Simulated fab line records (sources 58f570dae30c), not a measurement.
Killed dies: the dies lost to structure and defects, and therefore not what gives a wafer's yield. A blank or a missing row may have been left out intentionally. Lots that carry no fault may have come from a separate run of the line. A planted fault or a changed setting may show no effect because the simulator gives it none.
Comparing a struck lot with a sound one	flow berkeley cmos170	17 steps out of a route of 331
Sound: these wafers, L399.1, L399.2, L399.3. Struck: wafer L409.4 (left out: L409.2, L409.5 of the same lot, which were not struck); the cause appears at the end.
Order at every step that has rows: each side's tool, ch and its chambers, its first start. Under that, the readings that differ: sound wafers	struck wafers	difference of the means	sigmas: that difference in standard deviations of wafers without a fault.
alike: words and numbers the same on both sides, and readings whose means are apart by under 2 such deviations; not compared: readings that were withheld, readings missing a value for some wafer, numbers with overlapping values and no deviation given by the record, and bounds like >300 which may hide the same value.
The two part at a step that has a row with sigmas, a row that says differs or no value, or rows on one side only. Numbers that don't overlap but have no deviation are shown without sigmas and don't part them. A reading that every wafer of one side lacks parts them only if that side has two wafers or more.

first, 5 steps without rows for these wafers: UCB170_NLDD_COAT_01 (resist thk 900 nm); UCB170_NLDD_SOFTBAKE_02 (time 60 s); UCB170_NLDD_EXPOSE_03 (exposes mask NSELECT, target cd 1200 nm); UCB170_NLDD_PEB_04; UCB170_NLDD_DEVELOP_05 (develop time 45 s).
UCB170_NLDD_CD_MEAS_06 targets a cd of 1200 nm.
  sound: cd sem-01 at day 5 22:38; struck: cd sem-02 at day 8 11:49
  alike: cd nm
UCB170_NLDD_OVL_MEAS_07:
  sound: overlay-01 at day 5 22:46; struck: overlay-01 at day 8 11:56
  alike: NLDD_OVL
then, 2 steps without rows for these wafers: UCB170_NLDD_IMPLANT_08; UCB170_NLDD_IMPLANT_09.
UCB170_NLDD_STRIP_10: strips in O2.
  sound on plasma asher-04 ch 0,1, day 5 23:06; struck on plasma asher-02 ch 1, day 8 12:16
reading	sound	struck	difference	sigmas
oes product au (a.u.)	0.735 0.739 0.741	0.728	-0.010	-2
  alike: drypump motor current A, strip time to endpoint s
  not compared: rf hours counter h
UCB170_NLDD_TW_MEAS_11:
  sound: film metro-01 at day 5 23:12; struck: film metro-02 at day 8 12:22
  alike: NLDD_TW
then, 1 step without rows for these wafers: UCB170_NLDD_CLEAN_12 (cleans in SPM, time 600 s).
UCB170_SPACER_CVD_00: deposits SiO2 from TEOS/O2, target thk 376 nm, time 47 s.
  sound on pecvd-01 ch 0,1,2, day 5 23:37; struck on pecvd-01 ch 0, day 8 12:35
reading	sound	struck	difference	sigmas
run length s (s)	74.8 75.0 74.3	85.5	+10.8	+27
model.SiO2_of_SPACER_CVD_00.thk nm (nm)	377.7 373.9 375.6	467.9	+92.2	
  alike: heater power w
UCB170_SPACER_THK_MEAS_01:
  sound: film metro-01 at day 5 23:40; struck: film metro-04 at day 8 12:39
reading	sound	struck	difference	sigmas
SPACER_TEOS_THK (nm)	378 374 376	467	+91	+20
then, 1 step without rows for these wafers: UCB170_SPACER_ANNEAL_02 (time 1800 s).
UCB170_SPACER_ETCHBACK_03: etches SiO2 in CHF3/CF4/Ar, stops on Si, target depth 376 nm, time 100 s.
  sound on rie diel-03 ch 0,2,3, day 6 06:11; struck on rie diel-01 ch 1, day 8 14:12
reading	sound	struck	difference	sigmas
oes product au (a.u.)	0.904 0.888 0.903	0.973	+0.075	+5
model.etch.depth nm (nm)	377.7 373.9 375.6	432.1	+56.4	
  alike: drypump motor current A, throttle valve pct
  not compared: rf hours counter h
then, 1 step without rows for these wafers: UCB170_PSD_HMDS_00 (prime time 60 s).

== WHERE THEY PART ==
First at UCB170_NLDD_STRIP_10; last, within this record, at UCB170_SPACER_ETCHBACK_03.

WHY: what the simulator had put in
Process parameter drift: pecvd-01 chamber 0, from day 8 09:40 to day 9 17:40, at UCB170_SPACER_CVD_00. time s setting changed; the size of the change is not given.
